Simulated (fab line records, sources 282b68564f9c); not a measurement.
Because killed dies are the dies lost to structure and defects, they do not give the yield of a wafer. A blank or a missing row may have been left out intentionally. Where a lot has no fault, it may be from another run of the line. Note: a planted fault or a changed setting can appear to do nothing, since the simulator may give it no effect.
fab line records || flow rit-cmos || part 2 of 2: steps 34 to 44 of 44
record: {"lots": 5, "wafers": 15, "last-day": 6}
route steps=202 shown PSD@144 SDANNEAL@153 NSD@158 PLDD@159 NLDD@160 SILICIDE@161 CONTACT@168 M1@184
lots untouched by any fault: they come from a run of this same line in which no faults occurred
start-h: the number of hours between the record's first day and the start of the first shown wafer of the lot || wait-h: hours from the lot's prior step to this one || " same as the row above || L1.1+2: several wafers, shown together as one row || - either no value or no given start || * or withheld: withheld || < > ~ a bound
route shown NAME@n: names a module that has steps shown in the file, with the first one's number in the route || usual: average and standard deviation across the fault-free wafers || same: alike in all rows || chamber/n: place in a boat || sites: per-site readings || _std_site: standard deviation across them || _edge_site: mean of outer sites minus mean of inner sites || radius-mm: how far each site lies from the wafer's centre || mask NAME#n: copy n || behind: the last tool/chamber to shape the wafer || hold: why the lot went on hold/how many hours it stayed there/how the hold came to an end || device: whichever transistor did not switch (one of n, p or np) || end of line: tests of these same wafers at the route's end || for a step that has no rows: nothing shown but its recipe || killed: dies lost to structure and defects at the first sort, not the wafer's yield || map: a wafer's dies, x killed, . not, _ none there
set.NAME: the setting the step ran with; set.NAME@STEP: the setting that earlier step ran with || model.NAME: the simulator's own value behind a step, which no gauge read
lots at some steps of the route; a table a step, a row a wafer
services: a tool's chamber out of use, with start hour (start-h, from the record's first day; less than 0 if before it), hours out, and reason
== steps ==
step: RIT_CONTACT_OVL_MEAS_09
usual: {"CONTACT_OVL": "0.6/1.7"}
{"lot.wafer": "L078.2", "tool": "overlay-02", "chamber": "-", "start-h": 75.38, "wait-h": 0.1, "CONTACT_OVL[nm]": 1.5}
{"lot.wafer": "L078.3", "tool": "overlay-02", "chamber": "-", "start-h": 75.38, "wait-h": 0.1, "CONTACT_OVL[nm]": 1.1}
{"lot.wafer": "L078.5", "tool": "overlay-02", "chamber": "-", "start-h": 75.38, "wait-h": 0.1, "CONTACT_OVL[nm]": 2.6}
{"lot.wafer": "L079.1", "tool": "overlay-01", "chamber": "-", "start-h": 77.79, "wait-h": 0.1, "CONTACT_OVL[nm]": -0.1}
{"lot.wafer": "L079.2", "tool": "overlay-01", "chamber": "-", "start-h": 77.79, "wait-h": 0.1, "CONTACT_OVL[nm]": 1.5}
{"lot.wafer": "L079.6", "tool": "overlay-01", "chamber": "-", "start-h": 77.79, "wait-h": 0.1, "CONTACT_OVL[nm]": 3.4}
{"lot.wafer": "L081.2", "tool": "overlay-01", "chamber": "-", "start-h": 88.21, "wait-h": 0.1, "CONTACT_OVL[nm]": 3.1}
{"lot.wafer": "L081.5", "tool": "overlay-01", "chamber": "-", "start-h": 88.21, "wait-h": 0.1, "CONTACT_OVL[nm]": -0.5}
{"lot.wafer": "L081.6", "tool": "overlay-01", "chamber": "-", "start-h": 88.21, "wait-h": 0.1, "CONTACT_OVL[nm]": 0.4}
{"lot.wafer": "L086.1", "tool": "overlay-01", "chamber": "-", "start-h": 114.72, "wait-h": 0.1, "CONTACT_OVL[nm]": -2.5}
{"lot.wafer": "L086.2", "tool": "overlay-01", "chamber": "-", "start-h": 114.72, "wait-h": 0.1, "CONTACT_OVL[nm]": 0.4}
{"lot.wafer": "L086.6", "tool": "overlay-01", "chamber": "-", "start-h": 114.72, "wait-h": 0.1, "CONTACT_OVL[nm]": -1.0}
{"lot.wafer": "L091.1", "tool": "overlay-01", "chamber": "-", "start-h": 141.67, "wait-h": 0.1, "CONTACT_OVL[nm]": -2.2}
{"lot.wafer": "L091.3", "tool": "overlay-01", "chamber": "-", "start-h": 141.67, "wait-h": 0.1, "CONTACT_OVL[nm]": -0.5}
{"lot.wafer": "L091.5", "tool": "overlay-01", "chamber": "-", "start-h": 141.67, "wait-h": 0.1, "CONTACT_OVL[nm]": -2.8}
step: RIT_CONTACT_HARDBAKE_10
recipe: {"resist": "NOVOLAK", "temp-c": 140, "time-s": 60}
{"lot.wafer": "L078.2+3+5", "tool": "litho-track-04", "chamber": 0, "start-h": 75.44, "wait-h": 0.0}
{"lot.wafer": "L079.1+2+6", "tool": "litho-track-02", "chamber": 0, "start-h": 77.89, "wait-h": 0.1}
{"lot.wafer": "L081.2+5+6", "tool": "litho-track-04", "chamber": 0, "start-h": 88.26, "wait-h": 0.0}
{"lot.wafer": "L086.1+2+6", "tool": "litho-track-04", "chamber": 0, "start-h": 114.75, "wait-h": 0.0}
{"lot.wafer": "L091.1+3+5", "tool": "litho-track-04", "chamber": 0, "start-h": 141.71, "wait-h": 0.0}
step: RIT_CONTACT_ETCH_11
recipe: {"target-depth-a": 4800, "over-etch-frac": 0.2, "stop-on": "TiSi2", "chemistry": "CHF3/CF4/Ar", "target": "SiO2", "CHF3_flow_sccm": 50, "cf4-flow-sccm": 10, "Ar_flow_sccm": 100, "O2_flow_sccm": 5, "pressure-mtorr": 100, "rf-w": 206.7, "time-s": 320}
usual: {"cf4-flow-sccm": "10.000/0.029", "drypump-motor-current-A": "5.6/0.38", "oes-product-au": "1.000/0.015", "throttle-valve-pct": "8.85/0.13"}
{"lot.wafer": "L078.2", "tool": "rie-diel-03", "chamber": 1, "start-h": 75.56, "wait-h": 0.1, "cf4-flow-sccm": 10.007, "drypump-motor-current-A": 5.5, "oes-product-au": 1.010, "rf-hours-counter-h": 142, "throttle-valve-pct": 9.08}
{"lot.wafer": "L078.3", "tool": "rie-diel-03", "chamber": 3, "start-h": 75.56, "wait-h": 0.1, "cf4-flow-sccm": 9.992, "drypump-motor-current-A": 6.0, "oes-product-au": 1.013, "rf-hours-counter-h": 1, "throttle-valve-pct": 8.76}
{"lot.wafer": "L078.5", "tool": "rie-diel-03", "chamber": 3, "start-h": 75.56, "wait-h": 0.1, "cf4-flow-sccm": 9.939, "drypump-motor-current-A": 5.9, "oes-product-au": 1.011, "rf-hours-counter-h": "-", "throttle-valve-pct": 8.75}
{"lot.wafer": "L079.1", "tool": "rie-diel-02", "chamber": 2, "start-h": 78.04, "wait-h": 0.1, "cf4-flow-sccm": 10.021, "drypump-motor-current-A": 6.1, "oes-product-au": 1.013, "rf-hours-counter-h": 59, "throttle-valve-pct": 8.89}
{"lot.wafer": "L079.2", "tool": "rie-diel-02", "chamber": 0, "start-h": 78.04, "wait-h": 0.1, "cf4-flow-sccm": 10.064, "drypump-motor-current-A": 4.9, "oes-product-au": 1.011, "rf-hours-counter-h": 14, "throttle-valve-pct": 8.82}
{"lot.wafer": "L079.6", "tool": "rie-diel-02", "chamber": 1, "start-h": 78.04, "wait-h": 0.1, "cf4-flow-sccm": 10.035, "drypump-motor-current-A": 5.4, "oes-product-au": 1.003, "rf-hours-counter-h": "-", "throttle-valve-pct": 8.89}
{"lot.wafer": "L081.2", "tool": "rie-diel-01", "chamber": 0, "start-h": 88.39, "wait-h": 0.1, "cf4-flow-sccm": 9.951, "drypump-motor-current-A": 5.8, "oes-product-au": 0.963, "rf-hours-counter-h": 107, "throttle-valve-pct": 8.62}
{"lot.wafer": "L081.5", "tool": "rie-diel-01", "chamber": 1, "start-h": 88.39, "wait-h": 0.1, "cf4-flow-sccm": 10.004, "drypump-motor-current-A": 5.9, "oes-product-au": 1.000, "rf-hours-counter-h": "-", "throttle-valve-pct": 8.80}
{"lot.wafer": "L081.6", "tool": "rie-diel-01", "chamber": 0, "start-h": 88.39, "wait-h": 0.1, "cf4-flow-sccm": 9.991, "drypump-motor-current-A": 5.8, "oes-product-au": 0.969, "rf-hours-counter-h": "-", "throttle-valve-pct": 8.61}
{"lot.wafer": "L086.1", "tool": "rie-diel-01", "chamber": 1, "start-h": 114.90, "wait-h": 0.1, "cf4-flow-sccm": 10.024, "drypump-motor-current-A": 5.9, "oes-product-au": 1.005, "rf-hours-counter-h": 99, "throttle-valve-pct": 8.80}
{"lot.wafer": "L086.2", "tool": "rie-diel-01", "chamber": 2, "start-h": 114.90, "wait-h": 0.1, "cf4-flow-sccm": 10.027, "drypump-motor-current-A": 5.8, "oes-product-au": 0.985, "rf-hours-counter-h": 30, "throttle-valve-pct": 8.93}
{"lot.wafer": "L086.6", "tool": "rie-diel-01", "chamber": 2, "start-h": 114.90, "wait-h": 0.1, "cf4-flow-sccm": 9.986, "drypump-motor-current-A": 5.8, "oes-product-au": 0.993, "rf-hours-counter-h": "-", "throttle-valve-pct": 8.93}
{"lot.wafer": "L091.1", "tool": "rie-diel-01", "chamber": 1, "start-h": 141.86, "wait-h": 0.1, "cf4-flow-sccm": 10.019, "drypump-motor-current-A": 5.9, "oes-product-au": 1.010, "rf-hours-counter-h": 99, "throttle-valve-pct": 8.80}
{"lot.wafer": "L091.3", "tool": "rie-diel-01", "chamber": 2, "start-h": 141.86, "wait-h": 0.1, "cf4-flow-sccm": 9.924, "drypump-motor-current-A": 5.8, "oes-product-au": 0.991, "rf-hours-counter-h": 30, "throttle-valve-pct": 8.91}
{"lot.wafer": "L091.5", "tool": "rie-diel-01", "chamber": 1, "start-h": 141.86, "wait-h": 0.1, "cf4-flow-sccm": 10.028, "drypump-motor-current-A": 5.9, "oes-product-au": 1.001, "rf-hours-counter-h": "-", "throttle-valve-pct": 8.81}
step: RIT_CONTACT_STRIP_12
recipe: {"chemistry": "O2", "time-s": 180, "resist": "NOVOLAK", "platen-temp-c": "withheld", "power-w": 500, "pressure-mtorr": 4000, "o2-flow-sccm": 4000}
usual: {"drypump-motor-current-A": "5.7/0.54"}
{"lot.wafer": "L078.2", "tool": "plasma-asher-02", "chamber": 1, "start-h": 75.75, "wait-h": 0.1, "drypump-motor-current-A": 5.2, "rf-hours-counter-h": 45}
{"lot.wafer": "L078.3", "tool": "plasma-asher-02", "chamber": 1, "start-h": 75.75, "wait-h": 0.1, "drypump-motor-current-A": 5.2, "rf-hours-counter-h": "-"}
{"lot.wafer": "L078.5", "tool": "plasma-asher-02", "chamber": 1, "start-h": 75.75, "wait-h": 0.1, "drypump-motor-current-A": 5.2, "rf-hours-counter-h": "-"}
{"lot.wafer": "L079.1", "tool": "plasma-asher-03", "chamber": 1, "start-h": 78.23, "wait-h": 0.1, "drypump-motor-current-A": 5.7, "rf-hours-counter-h": 30}
{"lot.wafer": "L079.2", "tool": "plasma-asher-03", "chamber": 0, "start-h": 78.23, "wait-h": 0.1, "drypump-motor-current-A": 6.5, "rf-hours-counter-h": 30}
{"lot.wafer": "L079.6", "tool": "plasma-asher-03", "chamber": 0, "start-h": 78.23, "wait-h": 0.1, "drypump-motor-current-A": 6.5, "rf-hours-counter-h": "-"}
{"lot.wafer": "L081.2", "tool": "plasma-asher-02", "chamber": 1, "start-h": 88.58, "wait-h": 0.1, "drypump-motor-current-A": 5.2, "rf-hours-counter-h": 46}
{"lot.wafer": "L081.5", "tool": "plasma-asher-02", "chamber": 0, "start-h": 88.58, "wait-h": 0.1, "drypump-motor-current-A": 5.2, "rf-hours-counter-h": "-"}
{"lot.wafer": "L081.6", "tool": "plasma-asher-02", "chamber": 1, "start-h": 88.58, "wait-h": 0.1, "drypump-motor-current-A": 5.2, "rf-hours-counter-h": "-"}
{"lot.wafer": "L086.1", "tool": "plasma-asher-02", "chamber": 0, "start-h": 115.13, "wait-h": 0.1, "drypump-motor-current-A": 5.2, "rf-hours-counter-h": 50}
{"lot.wafer": "L086.2", "tool": "plasma-asher-02", "chamber": 1, "start-h": 115.13, "wait-h": 0.1, "drypump-motor-current-A": 5.2, "rf-hours-counter-h": 50}
{"lot.wafer": "L086.6", "tool": "plasma-asher-02", "chamber": 0, "start-h": 115.13, "wait-h": 0.1, "drypump-motor-current-A": 5.2, "rf-hours-counter-h": "-"}
{"lot.wafer": "L091.1", "tool": "plasma-asher-04", "chamber": 0, "start-h": 142.05, "wait-h": 0.1, "drypump-motor-current-A": 5.5, "rf-hours-counter-h": 51}
{"lot.wafer": "L091.3", "tool": "plasma-asher-04", "chamber": 1, "start-h": 142.05, "wait-h": 0.1, "drypump-motor-current-A": 6.3, "rf-hours-counter-h": "-"}
{"lot.wafer": "L091.5", "tool": "plasma-asher-04", "chamber": 1, "start-h": 142.05, "wait-h": 0.1, "drypump-motor-current-A": 6.3, "rf-hours-counter-h": "-"}
step: RIT_CONTACT_CD_MEAS_90
recipe: {"target-cd-nm": 1000}
usual: {"cd-nm": "999.3/2"}
{"lot.wafer": "L078.2", "tool": "cd-sem-02", "chamber": "-", "start-h": 75.95, "wait-h": 0.1, "cd-nm": 997.6}
{"lot.wafer": "L078.3", "tool": "cd-sem-02", "chamber": "-", "start-h": 75.95, "wait-h": 0.1, "cd-nm": 998.9}
{"lot.wafer": "L078.5", "tool": "cd-sem-02", "chamber": "-", "start-h": 75.95, "wait-h": 0.1, "cd-nm": 997.8}
{"lot.wafer": "L079.1", "tool": "cd-sem-01", "chamber": "-", "start-h": 78.41, "wait-h": 0.1, "cd-nm": 999.5}
{"lot.wafer": "L079.2", "tool": "cd-sem-01", "chamber": "-", "start-h": 78.41, "wait-h": 0.1, "cd-nm": 996.9}
{"lot.wafer": "L079.6", "tool": "cd-sem-01", "chamber": "-", "start-h": 78.41, "wait-h": 0.1, "cd-nm": 997.2}
{"lot.wafer": "L081.2", "tool": "cd-sem-02", "chamber": "-", "start-h": 88.78, "wait-h": 0.1, "cd-nm": 1001.0}
{"lot.wafer": "L081.5", "tool": "cd-sem-02", "chamber": "-", "start-h": 88.78, "wait-h": 0.1, "cd-nm": 999.9}
{"lot.wafer": "L081.6", "tool": "cd-sem-02", "chamber": "-", "start-h": 88.78, "wait-h": 0.1, "cd-nm": 999.5}
{"lot.wafer": "L086.1", "tool": "cd-sem-01", "chamber": "-", "start-h": 115.31, "wait-h": 0.1, "cd-nm": 997.7}
{"lot.wafer": "L086.2", "tool": "cd-sem-01", "chamber": "-", "start-h": 115.31, "wait-h": 0.1, "cd-nm": 996.3}
{"lot.wafer": "L086.6", "tool": "cd-sem-01", "chamber": "-", "start-h": 115.31, "wait-h": 0.1, "cd-nm": 998.1}
{"lot.wafer": "L091.1", "tool": "cd-sem-01", "chamber": "-", "start-h": 142.23, "wait-h": 0.1, "cd-nm": 997.1}
{"lot.wafer": "L091.3", "tool": "cd-sem-01", "chamber": "-", "start-h": 142.23, "wait-h": 0.1, "cd-nm": 998.9}
{"lot.wafer": "L091.5", "tool": "cd-sem-01", "chamber": "-", "start-h": 142.23, "wait-h": 0.1, "cd-nm": 997.6}
step: RIT_CONTACT_CLEAN_13
recipe: {"chemistry": "SC1", "mix": "3:3:50", "time-s": 600, "temp-c": 75}
{"lot.wafer": "L078.2+3+5", "tool": "wet-bench-03", "chamber": 3, "start-h": 76.05, "wait-h": 0.1}
{"lot.wafer": "L079.1+2+6", "tool": "wet-bench-04", "chamber": 2, "start-h": 78.53, "wait-h": 0.1}
{"lot.wafer": "L081.2+5+6", "tool": "wet-bench-03", "chamber": 1, "start-h": 88.88, "wait-h": 0.1}
{"lot.wafer": "L086.1+2+6", "tool": "wet-bench-02", "chamber": 3, "start-h": 115.43, "wait-h": 0.1}
{"lot.wafer": "L091.1+3+5", "tool": "wet-bench-02", "chamber": 0, "start-h": 142.35, "wait-h": 0.1}
step: RIT_CONTACT_CLEAN_14
recipe: {"chemistry": "SC2", "mix": "3:3:50", "time-s": 600, "temp-c": 75, "dry": "n2-spin"}
{"lot.wafer": "L078.2+3+5", "tool": "wet-bench-04", "chamber": 0, "start-h": 76.22, "wait-h": 0.0}
{"lot.wafer": "L079.1+2+6", "tool": "wet-bench-03", "chamber": 2, "start-h": 78.88, "wait-h": 0.0}
{"lot.wafer": "L081.2+5+6", "tool": "wet-bench-02", "chamber": 0, "start-h": 89.05, "wait-h": 0.0}
{"lot.wafer": "L086.1+2+6", "tool": "wet-bench-03", "chamber": 0, "start-h": 115.62, "wait-h": 0.0}
{"lot.wafer": "L091.1+3+5", "tool": "wet-bench-04", "chamber": 2, "start-h": 142.52, "wait-h": 0.0}
step: RIT_M1_SPUTTER_00
recipe: {"material": "Al", "target-thk-nm": 400, "power-w": 2000, "chamber-pressure-pa": 0.4, "gas": "Ar", "time-s": 500, "substrate-temp-c": 25}
usual: {"cathode-dc-power-W": "1999.9/0.38", "substrate-temp-c": "24.99/0.095", "throttle-valve-pct": "30.8/1.1"}
{"lot.wafer": "L078.2", "tool": "pvd-sputter-04", "chamber": "-", "start-h": 76.57, "wait-h": 0.0, "cathode-dc-power-W": 1999.8, "substrate-temp-c": 24.97, "throttle-valve-pct": 28.9}
{"lot.wafer": "L078.3", "tool": "pvd-sputter-04", "chamber": "-", "start-h": 76.57, "wait-h": 0.0, "cathode-dc-power-W": 1999.7, "substrate-temp-c": 25.00, "throttle-valve-pct": 32.0}
{"lot.wafer": "L078.5", "tool": "pvd-sputter-04", "chamber": "-", "start-h": 76.57, "wait-h": 0.0, "cathode-dc-power-W": 2000.0, "substrate-temp-c": 24.91, "throttle-valve-pct": 32.0}
{"lot.wafer": "L079.1", "tool": "pvd-sputter-03", "chamber": "-", "start-h": 79.05, "wait-h": 0.0, "cathode-dc-power-W": 2000.3, "substrate-temp-c": 24.87, "throttle-valve-pct": 29.6}
{"lot.wafer": "L079.2", "tool": "pvd-sputter-03", "chamber": "-", "start-h": 79.05, "wait-h": 0.0, "cathode-dc-power-W": 2000.4, "substrate-temp-c": 25.01, "throttle-valve-pct": 29.9}
{"lot.wafer": "L079.6", "tool": "pvd-sputter-03", "chamber": "-", "start-h": 79.05, "wait-h": 0.0, "cathode-dc-power-W": 2000.0, "substrate-temp-c": 24.98, "throttle-valve-pct": 30.1}
{"lot.wafer": "L081.2", "tool": "pvd-sputter-04", "chamber": "-", "start-h": 89.23, "wait-h": 0.0, "cathode-dc-power-W": 1999.3, "substrate-temp-c": 24.89, "throttle-valve-pct": 31.6}
{"lot.wafer": "L081.5", "tool": "pvd-sputter-04", "chamber": "-", "start-h": 89.23, "wait-h": 0.0, "cathode-dc-power-W": 1999.4, "substrate-temp-c": 24.94, "throttle-valve-pct": 31.8}
{"lot.wafer": "L081.6", "tool": "pvd-sputter-04", "chamber": "-", "start-h": 89.23, "wait-h": 0.0, "cathode-dc-power-W": 1999.6, "substrate-temp-c": 25.02, "throttle-valve-pct": 31.8}
{"lot.wafer": "L086.1", "tool": "pvd-sputter-03", "chamber": "-", "start-h": 115.80, "wait-h": 0.0, "cathode-dc-power-W": 2000.5, "substrate-temp-c": 24.97, "throttle-valve-pct": 29.7}
{"lot.wafer": "L086.2", "tool": "pvd-sputter-03", "chamber": "-", "start-h": 115.80, "wait-h": 0.0, "cathode-dc-power-W": 2000.0, "substrate-temp-c": 25.09, "throttle-valve-pct": 29.7}
{"lot.wafer": "L086.6", "tool": "pvd-sputter-03", "chamber": "-", "start-h": 115.80, "wait-h": 0.0, "cathode-dc-power-W": 2000.1, "substrate-temp-c": 24.96, "throttle-valve-pct": 31.3}
{"lot.wafer": "L091.1", "tool": "pvd-sputter-03", "chamber": "-", "start-h": 142.70, "wait-h": 0.0, "cathode-dc-power-W": 2000.2, "substrate-temp-c": 24.90, "throttle-valve-pct": 30.0}
{"lot.wafer": "L091.3", "tool": "pvd-sputter-03", "chamber": "-", "start-h": 142.70, "wait-h": 0.0, "cathode-dc-power-W": 1999.8, "substrate-temp-c": 25.16, "throttle-valve-pct": 30.3}
{"lot.wafer": "L091.5", "tool": "pvd-sputter-03", "chamber": "-", "start-h": 142.70, "wait-h": 0.0, "cathode-dc-power-W": 1999.0, "substrate-temp-c": 25.21, "throttle-valve-pct": 31.3}
step: RIT_M1_RS_MEAS_01
recipe: {"thk-meas-gauge": "four-point-probe", "reads": "Al_of_M1_SPUTTER_00"}
usual: {"M1_AL_RS": "0.0734/0.00079"}
{"lot.wafer": "L078.2", "tool": "film-metro-01", "chamber": "-", "start-h": 76.89, "wait-h": 0.2, "M1_AL_RS[ohm/sq]": 0.0722}
{"lot.wafer": "L078.3", "tool": "film-metro-01", "chamber": "-", "start-h": 76.89, "wait-h": 0.2, "M1_AL_RS[ohm/sq]": 0.0730}
{"lot.wafer": "L078.5", "tool": "film-metro-01", "chamber": "-", "start-h": 76.89, "wait-h": 0.2, "M1_AL_RS[ohm/sq]": 0.0731}
{"lot.wafer": "L079.1", "tool": "film-metro-03", "chamber": "-", "start-h": 79.35, "wait-h": 0.1, "M1_AL_RS[ohm/sq]": 0.0739}
{"lot.wafer": "L079.2", "tool": "film-metro-03", "chamber": "-", "start-h": 79.35, "wait-h": 0.1, "M1_AL_RS[ohm/sq]": 0.0741}
{"lot.wafer": "L079.6", "tool": "film-metro-03", "chamber": "-", "start-h": 79.35, "wait-h": 0.1, "M1_AL_RS[ohm/sq]": 0.0751}
{"lot.wafer": "L081.2", "tool": "film-metro-01", "chamber": "-", "start-h": 89.54, "wait-h": 0.2, "M1_AL_RS[ohm/sq]": 0.0726}
{"lot.wafer": "L081.5", "tool": "film-metro-01", "chamber": "-", "start-h": 89.54, "wait-h": 0.2, "M1_AL_RS[ohm/sq]": 0.0736}
{"lot.wafer": "L081.6", "tool": "film-metro-01", "chamber": "-", "start-h": 89.54, "wait-h": 0.2, "M1_AL_RS[ohm/sq]": 0.0728}
{"lot.wafer": "L086.1", "tool": "film-metro-03", "chamber": "-", "start-h": 116.09, "wait-h": 0.1, "M1_AL_RS[ohm/sq]": 0.0729}
{"lot.wafer": "L086.2", "tool": "film-metro-03", "chamber": "-", "start-h": 116.09, "wait-h": 0.1, "M1_AL_RS[ohm/sq]": 0.0730}
{"lot.wafer": "L086.6", "tool": "film-metro-03", "chamber": "-", "start-h": 116.09, "wait-h": 0.1, "M1_AL_RS[ohm/sq]": 0.0731}
{"lot.wafer": "L091.1", "tool": "film-metro-01", "chamber": "-", "start-h": 142.99, "wait-h": 0.1, "M1_AL_RS[ohm/sq]": 0.0727}
{"lot.wafer": "L091.3", "tool": "film-metro-01", "chamber": "-", "start-h": 142.99, "wait-h": 0.1, "M1_AL_RS[ohm/sq]": 0.0730}
{"lot.wafer": "L091.5", "tool": "film-metro-01", "chamber": "-", "start-h": 142.99, "wait-h": 0.1, "M1_AL_RS[ohm/sq]": 0.0728}
step: RIT_M1_THK_MEAS_02
recipe: {"thk-meas-gauge": "xrf", "reads": "Al_of_M1_SPUTTER_00"}
usual: {"M1_AL_THK": "397/5.2"}
{"lot.wafer": "L078.2", "tool": "film-metro-01", "chamber": "-", "start-h": 77.00, "wait-h": 0.1, "M1_AL_THK[nm]": 404}
{"lot.wafer": "L078.3", "tool": "film-metro-01", "chamber": "-", "start-h": 77.00, "wait-h": 0.1, "M1_AL_THK[nm]": 401}
{"lot.wafer": "L078.5", "tool": "film-metro-01", "chamber": "-", "start-h": 77.00, "wait-h": 0.1, "M1_AL_THK[nm]": 399}
{"lot.wafer": "L079.1", "tool": "film-metro-03", "chamber": "-", "start-h": 79.47, "wait-h": 0.1, "M1_AL_THK[nm]": 398}
{"lot.wafer": "L079.2", "tool": "film-metro-03", "chamber": "-", "start-h": 79.47, "wait-h": 0.1, "M1_AL_THK[nm]": 399}
{"lot.wafer": "L079.6", "tool": "film-metro-03", "chamber": "-", "start-h": 79.47, "wait-h": 0.1, "M1_AL_THK[nm]": 390}
{"lot.wafer": "L081.2", "tool": "film-metro-01", "chamber": "-", "start-h": 89.65, "wait-h": 0.1, "M1_AL_THK[nm]": 401}
{"lot.wafer": "L081.5", "tool": "film-metro-01", "chamber": "-", "start-h": 89.65, "wait-h": 0.1, "M1_AL_THK[nm]": 395}
{"lot.wafer": "L081.6", "tool": "film-metro-01", "chamber": "-", "start-h": 89.65, "wait-h": 0.1, "M1_AL_THK[nm]": 403}
{"lot.wafer": "L086.1", "tool": "film-metro-03", "chamber": "-", "start-h": 116.21, "wait-h": 0.1, "M1_AL_THK[nm]": 401}
{"lot.wafer": "L086.2", "tool": "film-metro-03", "chamber": "-", "start-h": 116.21, "wait-h": 0.1, "M1_AL_THK[nm]": 401}
{"lot.wafer": "L086.6", "tool": "film-metro-03", "chamber": "-", "start-h": 116.21, "wait-h": 0.1, "M1_AL_THK[nm]": 398}
{"lot.wafer": "L091.1", "tool": "film-metro-01", "chamber": "-", "start-h": 143.11, "wait-h": 0.1, "M1_AL_THK[nm]": 399}
{"lot.wafer": "L091.3", "tool": "film-metro-01", "chamber": "-", "start-h": 143.11, "wait-h": 0.1, "M1_AL_THK[nm]": 399}
{"lot.wafer": "L091.5", "tool": "film-metro-01", "chamber": "-", "start-h": 143.11, "wait-h": 0.1, "M1_AL_THK[nm]": 401}
step: RIT_M1_HMDS_03
recipe: {"prime-time-s": 60, "prime-temp-c": 140}
{"lot.wafer": "L078.2+3+5", "tool": "litho-track-03", "chamber": 0, "start-h": 77.07, "wait-h": 0.1}
{"lot.wafer": "L079.1+2+6", "tool": "litho-track-03", "chamber": 0, "start-h": 79.53, "wait-h": 0.1}
{"lot.wafer": "L081.2+5+6", "tool": "litho-track-02", "chamber": 0, "start-h": 89.73, "wait-h": 0.1}
{"lot.wafer": "L086.1+2+6", "tool": "litho-track-04", "chamber": 0, "start-h": 116.27, "wait-h": 0.1}
{"lot.wafer": "L091.1+3+5", "tool": "litho-track-04", "chamber": 0, "start-h": 143.17, "wait-h": 0.1}
== services ==
{"tool": "plasma-asher-04", "chamber": "-", "start-h": 57.82, "hours": 14.6, "kind": "pm"}
{"tool": "wet-bench-02", "chamber": "-", "start-h": 60.32, "hours": 4.4, "kind": "pm"}
{"tool": "pvd-sputter-02", "chamber": "-", "start-h": 63.67, "hours": 0.7, "kind": "repair"}
{"tool": "pecvd-02", "chamber": 0, "start-h": 71.85, "hours": 4.7, "kind": "repair"}
{"tool": "plasma-asher-04", "chamber": "-", "start-h": 74.78, "hours": 2.2, "kind": "repair"}
{"tool": "plasma-asher-02", "chamber": "-", "start-h": 77.73, "hours": 3.1, "kind": "repair"}
{"tool": "pvd-sputter-03", "chamber": "-", "start-h": 81.87, "hours": 1.9, "kind": "repair"}
{"tool": "rie-diel-01", "chamber": 2, "start-h": 82.59, "hours": 5.1, "kind": "repair"}
{"tool": "implanter-01", "chamber": "-", "start-h": 84.03, "hours": 5.1, "kind": "pm"}
{"tool": "pecvd-02", "chamber": 2, "start-h": 88.79, "hours": 3.6, "kind": "repair"}
{"tool": "iline-stepper-01", "chamber": "-", "start-h": 91.27, "hours": 1.7, "kind": "pm"}
{"tool": "implanter-03", "chamber": "-", "start-h": 97.79, "hours": 1.2, "kind": "repair"}
{"tool": "plasma-asher-01", "chamber": "-", "start-h": 98.54, "hours": 2.8, "kind": "pm"}
{"tool": "pvd-sputter-04", "chamber": "-", "start-h": 100.32, "hours": 5.5, "kind": "repair"}
{"tool": "pvd-sputter-02", "chamber": "-", "start-h": 102.85, "hours": 32.0, "kind": "repair"}
{"tool": "plasma-asher-01", "chamber": "-", "start-h": 108.75, "hours": 9.0, "kind": "pm"}
{"tool": "plasma-asher-01", "chamber": "-", "start-h": 109.09, "hours": 9.1, "kind": "repair"}
{"tool": "plasma-asher-04", "chamber": "-", "start-h": 114.19, "hours": 2.8, "kind": "repair"}
{"tool": "pvd-sputter-04", "chamber": "-", "start-h": 118.33, "hours": 19.5, "kind": "repair"}
{"tool": "rie-diel-03", "chamber": 1, "start-h": 118.47, "hours": 9.9, "kind": "repair"}
{"tool": "implanter-01", "chamber": "-", "start-h": 122.18, "hours": 1.9, "kind": "repair"}
{"tool": "pecvd-03", "chamber": "-", "start-h": 123.75, "hours": 2.8, "kind": "pm"}
{"tool": "rie-diel-03", "chamber": 0, "start-h": 125.87, "hours": 4.4, "kind": "repair"}
{"tool": "plasma-asher-04", "chamber": "-", "start-h": 129.31, "hours": 4.3, "kind": "pm"}
